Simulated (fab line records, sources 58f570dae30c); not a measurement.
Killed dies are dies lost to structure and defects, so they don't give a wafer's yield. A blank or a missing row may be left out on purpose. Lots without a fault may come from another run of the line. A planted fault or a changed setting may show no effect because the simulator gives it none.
fab line records | flow berkeley_cmos170
record lots=5 wafers=15 last_day=13
route steps=331 shown NLDD@160 SPACER@171 PSD@175 NSD@187 BACKSIDE@199 SDANNEAL@204
lots that met no fault: from a run of the same line without faults
start_h: hours from the record's first day to the start of the lot's first wafer shown | wait_h: hours since the lot's step before | " the same as in the row above | L1.1+2: a row that stands for several wafers | - no value, or no start given | * or withheld: withheld | < > ~ a bound
route shown NAME@n: a module of which the file shows steps, and the number in the route of the first | usual: mean/standard deviation of fault-free wafers | same: alike in all rows | chamber/n: place in a boat | sites: the reading at each site | _std_site: their standard deviation | _edge_site: outer sites' mean less inner sites' | radius_mm: how far each site lies from the wafer's centre | mask NAME#n: copy n | behind: the tool/chamber that last shaped the wafer | hold: why the lot was held/for how many hours/how that ended | device: the transistor (n, p or np) that didn't switch | end of line: the same wafers' tests at the end of the route | a step without rows: its recipe alone | killed: dies lost to structure and defects at the first sort, not the wafer's yield | map: a wafer's dies, x killed, . not, _ none there
set.NAME: the setting as run; set.NAME@STEP: as run at that earlier step | model.NAME: the simulator's own value behind a step, which no gauge read
lots at some steps of the route; a table a step, a row a wafer
services: from which hour (start_h, from the record's first day; less than 0 if before it) a tool's chamber was out of use, for how many hours, and why
## steps
# step UCB170_NLDD_SOFTBAKE_02
# recipe resist=KrF temp_c=130 time_s=60
# same time_s=60
# columns lot.wafer tool chamber start_h wait_h
L077.2+4+6 litho_track-01 0 155.76 0.1
L086.1+2+4 litho_track-02 0 215.50 0.1
L087.1+2+4 litho_track-01 0 218.79 0.1
L093.1+4+5 litho_track-01 0 240.64 0.1
L097.1+2+5 litho_track-04 0 267.47 0.1
# step UCB170_NLDD_EXPOSE_03
# recipe mask_id=NSELECT na=0.5 sigma_outer=0.6 source_shape=conventional target_cd_nm=1200 dose_mj=30
# columns lot.wafer tool chamber start_h wait_h mask
L077.2+4+6 krf_scanner-02 0 155.91 0.1 NSELECT#0
L086.1+2+4 krf_scanner-02 0 215.65 0.1 NSELECT#0
L087.1+2+4 krf_scanner-02 0 218.94 0.1 NSELECT#0
L093.1+4+5 krf_scanner-01 0 240.79 0.1 NSELECT#0
L097.1+2+5 krf_scanner-01 0 267.62 0.1 NSELECT#0
# step UCB170_NLDD_PEB_04
# recipe peb_temp_c=130 peb_time_s=withheld resist=KrF
# columns lot.wafer tool chamber start_h wait_h
L077.2+4+6 litho_track-01 0 156.19 0.3
L086.1+2+4 litho_track-02 0 215.76 0.1
L087.1+2+4 litho_track-01 0 219.06 0.1
L093.1+4+5 litho_track-04 0 241.08 0.3
L097.1+2+5 litho_track-01 0 268.09 0.4
# step UCB170_NLDD_DEVELOP_05
# recipe developer=TMAH develop_time_s=45 resist=KrF dev_temp_c=21
# same develop_time_s=45
# columns lot.wafer tool chamber start_h wait_h
L077.2+4+6 litho_track-01 0 - -
L086.1+2+4 litho_track-02 0 - -
L087.1+2+4 litho_track-01 0 - -
L093.1+4+5 litho_track-04 0 - -
L097.1+2+5 litho_track-01 0 - -
# step UCB170_NLDD_CD_MEAS_06
# recipe target_cd_nm=1200
# usual cd_nm=1199.4/1.9
# columns lot.wafer tool chamber start_h wait_h cd_nm
L077.2 cd_sem-01 - 156.46 - 1201.0
L077.4 " - " " 1198.5
L077.6 " - " " 1200.7
L086.1 cd_sem-01 - 216.04 - 1200.7
L086.2 " - " " 1201.8
L086.4 " - " " 1201.4
L087.1 cd_sem-01 - 219.33 - 1198.4
L087.2 " - " " 1197.8
L087.4 " - " " 1197.3
L093.1 cd_sem-01 - 241.36 - 1199.6
L093.4 " - " " 1200.5
L093.5 " - " " 1200.9
L097.1 cd_sem-01 - 268.37 - 1203.0
L097.2 " - " " 1203.2
L097.5 " - " " 1202.8
# step UCB170_NLDD_OVL_MEAS_07
# usual NLDD_OVL=6/6.4
# columns lot.wafer tool chamber start_h wait_h NLDD_OVL[nm]
L077.2 overlay-01 - 156.56 0.1 10
L077.4 " - " " 9
L077.6 " - " " 19
L086.1 overlay-01 - 216.16 0.1 9
L086.2 " - " " -7
L086.4 " - " " 1
L087.1 overlay-02 - 219.45 0.1 15
L087.2 " - " " 16
L087.4 " - " " 7
L093.1 overlay-01 - 241.48 0.1 -6
L093.4 " - " " -6
L093.5 " - " " -1
L097.1 overlay-02 - 268.49 0.1 1
L097.2 " - " " 9
L097.5 " - " " 3
# step UCB170_NLDD_IMPLANT_08
# recipe species=As dose_cm2=5e+13 energy_kev=30 tilt_deg=7 rotation_deg=0
# columns lot.wafer tool chamber start_h wait_h
L077.2+4+6 implanter-01 0 156.62 0.0
L086.1+2+4 implanter-04 0 216.19 0.0
L087.1+2+4 implanter-01 0 219.49 0.0
L093.1+4+5 implanter-02 0 241.52 0.0
L097.1+2+5 implanter-01 0 268.52 0.0
# step UCB170_NLDD_IMPLANT_09
# recipe species=As dose_cm2=5e+13 energy_kev=30 tilt_deg=7 rotation_deg=180
# columns lot.wafer tool chamber start_h wait_h
L077.2+4+6 implanter-01 0 156.77 0.1
L086.1+2+4 implanter-04 0 216.34 0.1
L087.1+2+4 implanter-01 0 219.64 0.1
L093.1+4+5 implanter-02 0 241.67 0.1
L097.1+2+5 implanter-01 0 268.67 0.1
# step UCB170_NLDD_STRIP_10
# recipe chemistry=O2 power_w=400 pressure_mtorr=3500 platen_temp_c=withheld o2_flow_sccm=400 overash_fraction=0.5
# usual drypump_motor_current_A=6.0/0.39 oes_product_au=0.734/0.0047 strip_time_to_endpoint_s=21.62/0.05
# columns lot.wafer tool chamber start_h wait_h drypump_motor_current_A oes_product_au rf_hours_counter_h strip_time_to_endpoint_s
L077.2 plasma_asher-01 1 156.89 0.1 5.5 0.735 36 21.54
L077.4 " 0 " " 6.2 0.736 - 21.59
L077.6 " 1 " " 5.5 0.737 - 21.57
L086.1 plasma_asher-01 1 216.49 0.1 5.5 0.738 41 21.64
L086.2 " 0 " " 6.2 0.727 41 21.57
L086.4 " 0 " " 6.2 0.738 - 21.64
L087.1 plasma_asher-01 1 219.79 0.1 5.5 0.733 42 21.70
L087.2 " 0 " " 6.2 0.730 42 21.60
L087.4 " 0 " " 6.2 0.730 - 21.63
L093.1 plasma_asher-01 0 241.82 0.1 6.2 0.738 44 21.52
L093.4 " 0 " " 6.2 0.737 - 21.53
L093.5 " 0 " " 6.2 0.735 - 21.54
L097.1 plasma_asher-01 0 268.82 0.1 6.2 0.735 47 21.56
L097.2 " 1 " " 5.5 0.730 47 21.60
L097.5 " 1 " " 5.5 0.734 - 21.63
# step UCB170_NLDD_TW_MEAS_11
# usual NLDD_TW=2210/20
# columns lot.wafer tool chamber start_h wait_h NLDD_TW
L077.2 film_metro-03 - 157.00 0.1 2203
L077.4 " - " " 2205
L077.6 " - " " 2209
L086.1 film_metro-04 - 216.59 0.1 2185
L086.2 " - " " 2175
L086.4 " - " " 2171
L087.1 film_metro-03 - 219.89 0.1 2213
L087.2 " - " " 2230
L087.4 " - " " 2201
L093.1 film_metro-03 - 241.95 0.1 2234
L093.4 " - " " 2231
L093.5 " - " " 2231
L097.1 film_metro-04 - 268.92 0.1 2183
L097.2 " - " " 2186
L097.5 " - " " 2188
# step UCB170_NLDD_CLEAN_12
# recipe chemistry=SPM temp_c=120 time_s=600
# same time_s=600
# columns lot.wafer tool chamber start_h wait_h
L077.2+4+6 wet_bench-01 2 157.05 0.0
L086.1+2+4 wet_bench-03 1 216.90 0.3
L087.1+2+4 wet_bench-03 0 219.95 0.1
L093.1+4+5 wet_bench-03 1 242.21 0.2
L097.1+2+5 wet_bench-01 3 268.98 0.1
# step UCB170_SPACER_CVD_00
# recipe material=SiO2 target_thk_nm=376 temp_c=390 precursor=TEOS/O2 time_s=47 rf_w=550 pressure_mtorr=9000
# usual heater_power_w=245/56
# same time_s=47
# columns lot.wafer tool chamber start_h wait_h heater_power_w
L077.2 pecvd-03 1 157.24 0.0 325
L077.4 " 2 " " 337
L077.6 " 0 " " 243
L086.1 pecvd-03 1 217.10 0.0 275
L086.2 " 0 " " 244
L086.4 " 0 " " 243
L087.1 pecvd-01 1 220.16 0.0 218
L087.2 " 2 " " 255
L087.4 " 2 " " 262
L093.1 pecvd-01 2 242.40 0.0 257
L093.4 " 2 " " 266
L093.5 " 1 " " 201
L097.1 pecvd-03 2 269.17 0.0 301
L097.2 " 0 " " 220
L097.5 " 1 " " 313
# step UCB170_SPACER_THK_MEAS_01
# recipe reads=SiO2_of_SPACER_CVD_00
# usual SPACER_TEOS_THK=378/5.2
# columns lot.wafer tool chamber start_h wait_h SPACER_TEOS_THK[nm]
L077.2 film_metro-03 - 157.30 0.0 372
L077.4 " - " " 384
L077.6 " - " " 373
L086.1 film_metro-02 - 217.14 0.0 371
L086.2 " - " " 372
L086.4 " - " " 378
L087.1 film_metro-03 - 220.20 0.0 367
L087.2 " - " " 376
L087.4 " - " " 382
L093.1 film_metro-03 - 242.49 0.1 381
L093.4 " - " " 386
L093.5 " - " " 385
L097.1 film_metro-03 - 269.22 0.0 380
L097.2 " - " " 376
L097.5 " - " " 386
# step UCB170_SPACER_ANNEAL_02
# recipe temp_c=900 time_s=1800 ambient=N2
# usual zone_power_source_pct=26.9/0.43
# same time_s=1800
# columns lot.wafer tool chamber start_h wait_h zone_power_source_pct
L077.2 furnace-04 0 161.71 4.4 27.0
L077.4 " 0 " " 26.9
L077.6 " 0 " " 26.7
L086.1 furnace-02 0 221.02 3.9 25.8
L086.2 " 0 " " 26.5
L086.4 " 0 " " 26.0
L087.1 furnace-02 0 221.02 0.8 26.4
L087.2 " 0 " " 26.6
L087.4 " 0 " " 26.8
L093.1 furnace-01 0 247.63 5.1 27.1
L093.4 " 0 " " 27.4
L093.5 " 0 " " 26.7
L097.1 furnace-01 0 272.18 3.0 27.4
L097.2 " 0 " " 27.3
L097.5 " 0 " " 27.8
# step UCB170_SPACER_ETCHBACK_03
# recipe stop_on=Si target=SiO2 chemistry=CHF3/CF4/Ar CHF3_flow_sccm=50 cf4_flow_sccm=10 Ar_flow_sccm=120 pressure_mtorr=200 rf_w=500 target_depth_a=3760 time_s=100
# usual drypump_motor_current_A=5.7/0.51 oes_product_au=0.905/0.016 throttle_valve_pct=6.51/0.086
# same time_s=100
# columns lot.wafer tool chamber start_h wait_h drypump_motor_current_A oes_product_au rf_hours_counter_h throttle_valve_pct
L077.2 rie_diel-01 1 163.21 0.0 5.8 0.904 21 6.54
L077.4 " 2 " " 5.5 0.934 - 6.31
L077.6 " 0 " " 6.1 0.901 - 6.50
L086.1 rie_diel-02 2 222.52 0.0 6.3 0.898 12 6.58
L086.2 " 1 " " 5.3 0.892 64 6.53
L086.4 " 0 " " 5.4 0.885 - 6.56
L087.1 rie_diel-04 0 222.52 0.0 6.2 0.886 99 6.50
L087.2 " 1 " " 6.1 0.923 7 6.52
L087.4 " 3 " " 4.8 0.918 44 6.65
L093.1 rie_diel-04 2 249.13 0.0 6.4 0.905 19 6.42
L093.4 " 3 " " 4.8 0.931 45 6.65
L093.5 " 1 " " 6.1 0.932 - 6.51
L097.1 rie_diel-04 3 273.68 0.0 4.8 0.920 46 6.64
L097.2 " 2 " " 6.5 0.891 21 6.40
L097.5 " 3 " " 4.8 0.930 - 6.65
# step UCB170_PSD_HMDS_00
# recipe prime_time_s=60 prime_temp_c=100
# columns lot.wafer tool chamber start_h wait_h
L077.2+4+6 litho_track-01 0 163.46 0.2
L086.1+2+4 litho_track-03 0 222.75 0.2
L087.1+2+4 litho_track-01 0 222.91 0.3
L093.1+4+5 litho_track-04 0 249.31 0.1
L097.1+2+5 litho_track-04 0 273.75 0.0
# step UCB170_PSD_COAT_01
# recipe resist=KrF spin_rpm=1500 resist_thk_nm=900
# columns lot.wafer tool chamber start_h wait_h
L077.2+4+6 litho_track-01 0 163.61 0.1
L086.1+2+4 litho_track-03 0 222.90 0.1
L087.1+2+4 litho_track-01 0 223.06 0.1
L093.1+4+5 litho_track-04 0 249.46 0.1
L097.1+2+5 litho_track-04 0 273.90 0.1
# step UCB170_PSD_SOFTBAKE_02
# recipe resist=KrF temp_c=130 time_s=60
# same time_s=60
# columns lot.wafer tool chamber start_h wait_h
L077.2+4+6 litho_track-01 0 163.76 0.1
L086.1+2+4 litho_track-03 0 223.05 0.1
L087.1+2+4 litho_track-01 0 223.21 0.1
L093.1+4+5 litho_track-04 0 249.61 0.1
L097.1+2+5 litho_track-04 0 274.05 0.1
# step UCB170_PSD_EXPOSE_03
# recipe mask_id=PSELECT_MOD na=0.5 sigma_outer=0.6 source_shape=conventional target_cd_nm=1200 dose_mj=30
# columns lot.wafer tool chamber start_h wait_h mask
L077.2+4+6 krf_scanner-02 0 164.24 0.5 PSELECT_MOD#0
L086.1+2+4 krf_scanner-01 0 223.32 0.2 PSELECT_MOD#0
L087.1+2+4 krf_scanner-02 0 223.57 0.3 PSELECT_MOD#0
L093.1+4+5 krf_scanner-01 0 250.01 0.4 PSELECT_MOD#0
L097.1+2+5 krf_scanner-01 0 274.20 0.1 PSELECT_MOD#0
# step UCB170_PSD_PEB_04
# recipe peb_temp_c=130 peb_time_s=withheld resist=KrF
# columns lot.wafer tool chamber start_h wait_h
L077.2+4+6 litho_track-04 0 164.66 0.4
L086.1+2+4 litho_track-03 0 223.47 0.1
L087.1+2+4 litho_track-04 0 223.68 0.1
L093.1+4+5 litho_track-04 0 250.21 0.2
L097.1+2+5 litho_track-04 0 274.48 0.3
# step UCB170_PSD_DEVELOP_05
# recipe developer=TMAH develop_time_s=45 resist=KrF dev_temp_c=21
# same develop_time_s=45
# columns lot.wafer tool chamber start_h wait_h
L077.2+4+6 litho_track-04 0 - -
L086.1+2+4 litho_track-03 0 - -
L087.1+2+4 litho_track-04 0 - -
L093.1+4+5 litho_track-04 0 - -
L097.1+2+5 litho_track-04 0 - -
# step UCB170_PSD_CD_MEAS_06
# recipe target_cd_nm=1200
# usual cd_nm=1200.4/1.6
# columns lot.wafer tool chamber start_h wait_h cd_nm
L077.2 cd_sem-02 - 164.93 - 1201.3
L077.4 " - " " 1201.6
L077.6 " - " " 1202.2
L086.1 cd_sem-01 - 223.75 - 1201.2
L086.2 " - " " 1200.6
L086.4 " - " " 1200.6
L087.1 cd_sem-02 - 223.96 - 1199.8
L087.2 " - " " 1197.6
L087.4 " - " " 1198.0
L093.1 cd_sem-02 - 250.50 - 1199.1
L093.4 " - " " 1200.7
L093.5 " - " " 1198.9
L097.1 cd_sem-01 - 274.75 - 1200.1
L097.2 " - " " 1199.8
L097.5 " - " " 1199.4
# step UCB170_PSD_OVL_MEAS_07
# usual PSD_OVL=2/6.6
# columns lot.wafer tool chamber start_h wait_h PSD_OVL[nm]
L077.2 overlay-01 - 165.03 0.1 5
L077.4 " - " " 7
L077.6 " - " " 15
L086.1 overlay-02 - 223.87 0.1 10
L086.2 " - " " 6
L086.4 " - " " 0
L087.1 overlay-01 - 224.08 0.1 7
L087.2 " - " " 2
L087.4 " - " " 7
L093.1 overlay-02 - 250.62 0.1 2
L093.4 " - " " 2
L093.5 " - " " -8
L097.1 overlay-02 - 274.87 0.1 -4
L097.2 " - " " 1
L097.5 " - " " -2
# step UCB170_PSD_IMPLANT_08
# recipe species=B dose_cm2=3e+15 energy_kev=20 tilt_deg=7
# columns lot.wafer tool chamber start_h wait_h
L077.2+4+6 implanter-04 0 165.09 0.0
L086.1+2+4 implanter-04 0 223.90 0.0
L087.1+2+4 implanter-02 0 224.11 0.0
L093.1+4+5 implanter-04 0 250.65 0.0
L097.1+2+5 implanter-04 0 274.91 0.0
# step UCB170_PSD_STRIP_09
# recipe chemistry=O2 power_w=400 pressure_mtorr=3500 platen_temp_c=withheld o2_flow_sccm=400 overash_fraction=0.5
# usual drypump_motor_current_A=5.8/0.38 oes_product_au=0.601/0.0046 strip_time_to_endpoint_s=29.40/0.086
# columns lot.wafer tool chamber start_h wait_h drypump_motor_current_A oes_product_au rf_hours_counter_h strip_time_to_endpoint_s
L077.2 plasma_asher-04 1 165.21 0.1 5.5 0.602 45 29.30
L077.4 " 0 " " 6.4 0.604 - 29.32
L077.6 " 0 " " 6.4 0.600 - 29.24
L086.1 plasma_asher-04 0 224.05 0.1 6.4 0.604 52 29.41
L086.2 " 1 " " 5.5 0.599 52 29.31
L086.4 " 0 " " 6.4 0.597 - 29.40
L087.1 plasma_asher-01 1 224.26 0.1 5.5 0.612 42 29.41
L087.2 " 0 " " 6.2 0.593 42 29.47
L087.4 " 1 " " 5.5 0.597 - 29.40
L093.1 plasma_asher-04 0 250.80 0.1 6.4 0.599 55 29.25
L093.4 " 1 " " 5.5 0.604 - 29.34
L093.5 " 1 " " 5.5 0.602 - 29.30
L097.1 plasma_asher-03 1 275.06 0.1 5.5 0.602 16 29.27
L097.2 " 0 " " 5.9 0.597 16 29.36
L097.5 " 0 " " 5.9 0.600 - 29.25
# step UCB170_PSD_TW_MEAS_10
# usual PSD_TW=2324/22
# columns lot.wafer tool chamber start_h wait_h PSD_TW
L077.2 film_metro-04 - 165.32 0.1 2299
L077.4 " - " " 2294
L077.6 " - " " 2316
L086.1 film_metro-04 - 224.15 0.1 2289
L086.2 " - " " 2299
L086.4 " - " " 2295
L087.1 film_metro-03 - 224.36 0.1 2324
L087.2 " - " " 2330
L087.4 " - " " 2329
L093.1 film_metro-04 - 250.90 0.1 2291
L093.4 " - " " 2300
L093.5 " - " " 2274
L097.1 film_metro-02 - 275.16 0.1 2347
L097.2 " - " " 2347
L097.5 " - " " 2336
# step UCB170_PSD_CLEAN_11
# recipe chemistry=SPM temp_c=120 time_s=600
# same time_s=600
# columns lot.wafer tool chamber start_h wait_h
L077.2+4+6 wet_bench-04 1 165.70 0.4
L086.1+2+4 wet_bench-04 2 224.21 0.1
L087.1+2+4 wet_bench-04 2 224.42 0.1
L093.1+4+5 wet_bench-02 1 251.02 0.1
L097.1+2+5 wet_bench-02 2 275.22 0.1
# step UCB170_NSD_HMDS_00
# recipe prime_time_s=60 prime_temp_c=100
# columns lot.wafer tool chamber start_h wait_h
L077.2+4+6 litho_track-03 0 166.22 0.4
L086.1+2+4 litho_track-01 0 224.39 0.0
L087.1+2+4 litho_track-02 0 224.60 0.0
L093.1+4+5 litho_track-01 0 251.19 0.0
L097.1+2+5 litho_track-03 0 275.53 0.1
# step UCB170_NSD_COAT_01
# recipe resist=KrF spin_rpm=1500 resist_thk_nm=900
# columns lot.wafer tool chamber start_h wait_h
L077.2+4+6 litho_track-03 0 166.37 0.1
L086.1+2+4 litho_track-01 0 224.54 0.1
L087.1+2+4 litho_track-02 0 224.75 0.1
L093.1+4+5 litho_track-01 0 251.34 0.1
L097.1+2+5 litho_track-03 0 275.68 0.1
# step UCB170_NSD_SOFTBAKE_02
# recipe resist=KrF temp_c=130 time_s=60
# same time_s=60
# columns lot.wafer tool chamber start_h wait_h
L077.2+4+6 litho_track-03 0 166.52 0.1
L086.1+2+4 litho_track-01 0 224.69 0.1
L087.1+2+4 litho_track-02 0 224.90 0.1
L093.1+4+5 litho_track-01 0 251.49 0.1
L097.1+2+5 litho_track-03 0 275.83 0.1
# step UCB170_NSD_EXPOSE_03
# recipe mask_id=NSELECT_MOD na=0.5 sigma_outer=0.6 source_shape=conventional target_cd_nm=1200 dose_mj=30
# columns lot.wafer tool chamber start_h wait_h mask
L077.2+4+6 krf_scanner-01 0 168.16 1.6 NSELECT_MOD#0
L086.1+2+4 krf_scanner-02 0 224.84 0.1 NSELECT_MOD#0
L087.1+2+4 krf_scanner-01 0 225.17 0.2 NSELECT_MOD#0
L093.1+4+5 krf_scanner-01 0 251.70 0.2 NSELECT_MOD#0
L097.1+2+5 krf_scanner-01 0 276.00 0.1 NSELECT_MOD#0
# step UCB170_NSD_PEB_04
# recipe peb_temp_c=130 peb_time_s=withheld resist=KrF
# columns lot.wafer tool chamber start_h wait_h
L077.2+4+6 litho_track-01 0 168.33 0.2
L086.1+2+4 litho_track-01 0 224.96 0.1
L087.1+2+4 litho_track-01 0 225.29 0.1
L093.1+4+5 litho_track-03 0 251.86 0.1
L097.1+2+5 litho_track-02 0 276.12 0.1
# step UCB170_NSD_DEVELOP_05
# recipe developer=TMAH develop_time_s=45 resist=KrF dev_temp_c=21
# same develop_time_s=45
# columns lot.wafer tool chamber start_h wait_h
L077.2+4+6 litho_track-01 0 - -
L086.1+2+4 litho_track-01 0 - -
L087.1+2+4 litho_track-01 0 - -
L093.1+4+5 litho_track-03 0 - -
L097.1+2+5 litho_track-02 0 - -
# step UCB170_NSD_CD_MEAS_06
# recipe target_cd_nm=1200
# usual cd_nm=1200.4/1.3
# columns lot.wafer tool chamber start_h wait_h cd_nm
L077.2 cd_sem-02 - 168.60 - 1199.1
L077.4 " - " " 1200.8
L077.6 " - " " 1200.0
L086.1 cd_sem-02 - 225.27 - 1202.2
L086.2 " - " " 1200.7
L086.4 " - " " 1200.9
L087.1 cd_sem-02 - 225.56 - 1199.3
L087.2 " - " " 1197.4
L087.4 " - " " 1199.2
L093.1 cd_sem-02 - 252.13 - 1201.0
L093.4 " - " " 1199.2
L093.5 " - " " 1202.3
L097.1 cd_sem-01 - 276.39 - 1201.4
L097.2 " - " " 1200.6
L097.5 " - " " 1202.4
# step UCB170_NSD_OVL_MEAS_07
# usual NSD_OVL=2/5.3
# columns lot.wafer tool chamber start_h wait_h NSD_OVL[nm]
L077.2 overlay-02 - 168.71 0.1 5
L077.4 " - " " 0
L077.6 " - " " 0
L086.1 overlay-02 - 225.39 0.1 4
L086.2 " - " " 10
L086.4 " - " " -2
L087.1 overlay-01 - 225.68 0.1 2
L087.2 " - " " 0
L087.4 " - " " 2
L093.1 overlay-02 - 252.25 0.1 -13
L093.4 " - " " 1
L093.5 " - " " -4
L097.1 overlay-02 - 276.51 0.1 8
L097.2 " - " " 0
L097.5 " - " " 5
# step UCB170_NSD_IMPLANT_08
# recipe species=P dose_cm2=3e+15 energy_kev=40 tilt_deg=7
# columns lot.wafer tool chamber start_h wait_h
L077.2+4+6 implanter-03 0 168.76 0.0
L086.1+2+4 implanter-01 0 225.42 0.0
L087.1+2+4 implanter-03 0 225.72 0.0
L093.1+4+5 implanter-01 0 252.29 0.0
L097.1+2+5 implanter-03 0 276.55 0.0
# step UCB170_NSD_STRIP_09
# recipe chemistry=O2 power_w=400 pressure_mtorr=3500 platen_temp_c=withheld o2_flow_sccm=400 overash_fraction=0.5
# usual drypump_motor_current_A=5.8/0.34 oes_product_au=0.534/0.0043 strip_time_to_endpoint_s=35.80/0.072
# columns lot.wafer tool chamber start_h wait_h drypump_motor_current_A oes_product_au rf_hours_counter_h strip_time_to_endpoint_s
L077.2 plasma_asher-03 1 168.89 0.1 5.5 0.530 6 35.73
L077.4 " 0 " " 5.8 0.532 - 35.73
L077.6 " 0 " " 5.8 0.532 - 35.70
L086.1 plasma_asher-02 1 225.57 0.1 6.1 0.538 52 35.81
L086.2 " 0 " " 6.4 0.546 52 35.89
L086.4 " 0 " " 6.4 0.539 - 35.82
L087.1 plasma_asher-01 1 225.87 0.1 5.5 0.527 43 35.88
L087.2 " 0 " " 6.2 0.530 43 35.82
L087.4 " 1 " " 5.5 0.533 - 35.85
L093.1 plasma_asher-03 0 252.44 0.1 5.8 0.526 14 35.73
L093.4 " 0 " " 5.8 0.531 - 35.77
L093.5 " 0 " " 5.8 0.537 - 35.75
L097.1 plasma_asher-03 1 276.70 0.1 5.4 0.533 17 35.79
L097.2 " 0 " " 5.9 0.533 17 35.77
L097.5 " 1 " " 5.4 0.528 - 35.78
# step UCB170_NSD_TW_MEAS_10
# usual NSD_TW=4177/41
# columns lot.wafer tool chamber start_h wait_h NSD_TW
L077.2 film_metro-04 - 169.00 0.1 4147
L077.4 " - " " 4129
L077.6 " - " " 4134
L086.1 film_metro-03 - 225.67 0.1 4197
L086.2 " - " " 4180
L086.4 " - " " 4181
L087.1 film_metro-02 - 225.97 0.1 4240
L087.2 " - " " 4207
L087.4 " - " " 4221
L093.1 film_metro-04 - 252.54 0.1 4122
L093.4 " - " " 4131
L093.5 " - " " 4131
L097.1 film_metro-02 - 276.80 0.1 4222
L097.2 " - " " 4223
L097.5 " - " " 4223
# step UCB170_NSD_CLEAN_11
# recipe chemistry=SPM temp_c=120 time_s=600
# same time_s=600
# columns lot.wafer tool chamber start_h wait_h
L077.2+4+6 wet_bench-02 3 169.05 0.0
L086.1+2+4 wet_bench-04 1 225.73 0.1
L087.1+2+4 wet_bench-03 3 226.03 0.1
L093.1+4+5 wet_bench-04 3 252.62 0.1
L097.1+2+5 wet_bench-02 2 276.86 0.1
# step UCB170_BACKSIDE_HMDS_00
# recipe prime_time_s=60 prime_temp_c=100
# columns lot.wafer tool chamber start_h wait_h
L077.2+4+6 litho_track-03 0 169.25 0.0
L086.1+2+4 litho_track-03 0 226.12 0.2
L087.1+2+4 litho_track-03 0 226.57 0.4
L093.1+4+5 litho_track-03 0 252.93 0.1
L097.1+2+5 litho_track-02 0 277.06 0.0
# step UCB170_BACKSIDE_COAT_01
# recipe resist=KrF spin_rpm=1500 resist_thk_nm=900
# columns lot.wafer tool chamber start_h wait_h
L077.2+4+6 litho_track-03 0 169.40 0.1
L086.1+2+4 litho_track-03 0 226.27 0.1
L087.1+2+4 litho_track-03 0 226.72 0.1
L093.1+4+5 litho_track-03 0 253.08 0.1
L097.1+2+5 litho_track-02 0 277.21 0.1
# step UCB170_BACKSIDE_SOFTBAKE_02
# recipe resist=KrF temp_c=130 time_s=60
# same time_s=60
# columns lot.wafer tool chamber start_h wait_h
L077.2+4+6 litho_track-03 0 169.55 0.1
L086.1+2+4 litho_track-03 0 226.42 0.1
L087.1+2+4 litho_track-03 0 226.87 0.1
L093.1+4+5 litho_track-03 0 253.23 0.1
L097.1+2+5 litho_track-02 0 277.36 0.1
# step UCB170_BACKSIDE_STRIP_03
# recipe chemistry=O2 power_w=400 pressure_mtorr=3500 platen_temp_c=withheld o2_flow_sccm=400 overash_fraction=0.5
# usual drypump_motor_current_A=5.9/0.38 oes_product_au=0.735/0.0047 strip_time_to_endpoint_s=21.96/0.057
# columns lot.wafer tool chamber start_h wait_h drypump_motor_current_A oes_product_au rf_hours_counter_h strip_time_to_endpoint_s
L077.2 plasma_asher-03 0 169.67 0.1 5.8 0.733 6 22.01
L077.4 " 0 " " 5.8 0.730 - 22.04
L077.6 " 1 " " 5.5 0.741 - 21.97
L086.1 plasma_asher-04 1 226.57 0.1 5.5 0.736 52 21.96
L086.2 " 0 " " 6.4 0.743 52 21.96
L086.4 " 1 " " 5.5 0.730 - 21.95
L087.1 plasma_asher-02 1 227.02 0.1 6.1 0.736 53 21.95
L087.2 " 0 " " 6.4 0.739 53 21.96
L087.4 " 1 " " 6.1 0.735 - 21.93
L093.1 plasma_asher-02 1 253.38 0.1 6.1 0.735 54 21.94
L093.4 " 1 " " 6.1 0.728 - 21.81
L093.5 " 0 " " 6.4 0.743 - 21.94
L097.1 plasma_asher-02 0 277.51 0.1 6.4 0.723 57 21.94
L097.2 " 1 " " 6.1 0.736 57 21.91
L097.5 " 0 " " 6.4 0.735 - 21.97
# step UCB170_BACKSIDE_CLEAN_04
# recipe chemistry=SPM temp_c=120 time_s=600
# same time_s=600
# columns lot.wafer tool chamber start_h wait_h
L077.2+4+6 wet_bench-03 0 169.77 0.1
L086.1+2+4 wet_bench-03 3 226.67 0.1
L087.1+2+4 wet_bench-03 0 227.12 0.1
L093.1+4+5 wet_bench-03 3 253.48 0.1
L097.1+2+5 wet_bench-02 0 277.61 0.1
# step UCB170_SDANNEAL_RTA_00
# recipe temp_c=900 time_s=10 ambient=N2
# usual chamber_o2_ppm=2.002/0.019 lamp_power_pct=25.0/0.85 wafer_temp_C_max=903.4/0.7
# same time_s=10
# columns lot.wafer tool chamber start_h wait_h chamber_o2_ppm lamp_power_pct wafer_temp_C_max
L077.2 rtp_anneal-02 0 169.98 0.0 1.974 25.7 903.8
L077.4 " 0 " " 2.015 25.7 904.2
L077.6 " 0 " " 1.995 25.7 903.1
L086.1 rtp_anneal-01 0 226.86 0.0 1.999 24.0 903.2
L086.2 " 0 " " 1.978 24.0 902.3
L086.4 " 0 " " 1.988 23.9 903.3
L087.1 rtp_anneal-02 0 227.31 0.0 1.981 25.7 902.7
L087.2 " 0 " " 2.015 25.7 903.7
L087.4 " 0 " " 1.968 25.7 904.3
L093.1 rtp_anneal-02 0 253.67 0.0 2.002 25.7 903.9
L093.4 " 0 " " 2.014 25.7 904.2
L093.5 " 0 " " 2.026 25.6 904.7
L097.1 rtp_anneal-02 0 277.81 0.0 2.015 25.7 902.8
L097.2 " 0 " " 2.027 25.7 902.9
L097.5 " 0 " " 2.008 25.7 902.9
## services
# columns tool chamber start_h hours kind
pecvd-03 - 135.50 14.0 pm
implanter-01 - 137.14 5.2 pm
implanter-03 - 137.39 4.1 repair
krf_scanner-02 - 144.84 3.6 pm
rie_diel-04 - 148.43 0.4 repair
implanter-04 - 155.25 2.4 repair
krf_scanner-01 - 155.49 1.0 pm
krf_scanner-01 - 157.32 0.6 repair
krf_scanner-01 - 166.84 1.3 pm
krf_scanner-02 - 175.65 8.2 repair
implanter-02 - 188.65 5.2 pm
rie_diel-04 - 205.63 1.6 repair
krf_scanner-01 - 207.24 0.8 pm
implanter-01 - 210.28 4.3 pm
krf_scanner-02 - 213.20 0.8 pm
krf_scanner-02 - 214.33 1.3 pm
krf_scanner-02 - 216.35 0.4 repair
plasma_asher-03 - 218.62 8.3 repair
krf_scanner-01 - 219.01 0.8 pm
pecvd-03 - 226.57 28.1 pm
rie_diel-04 - 227.21 1.6 repair
plasma_asher-02 - 236.25 7.7 repair
krf_scanner-02 - 239.63 40.7 repair
krf_scanner-02 - 244.88 0.2 repair
## key
fault none
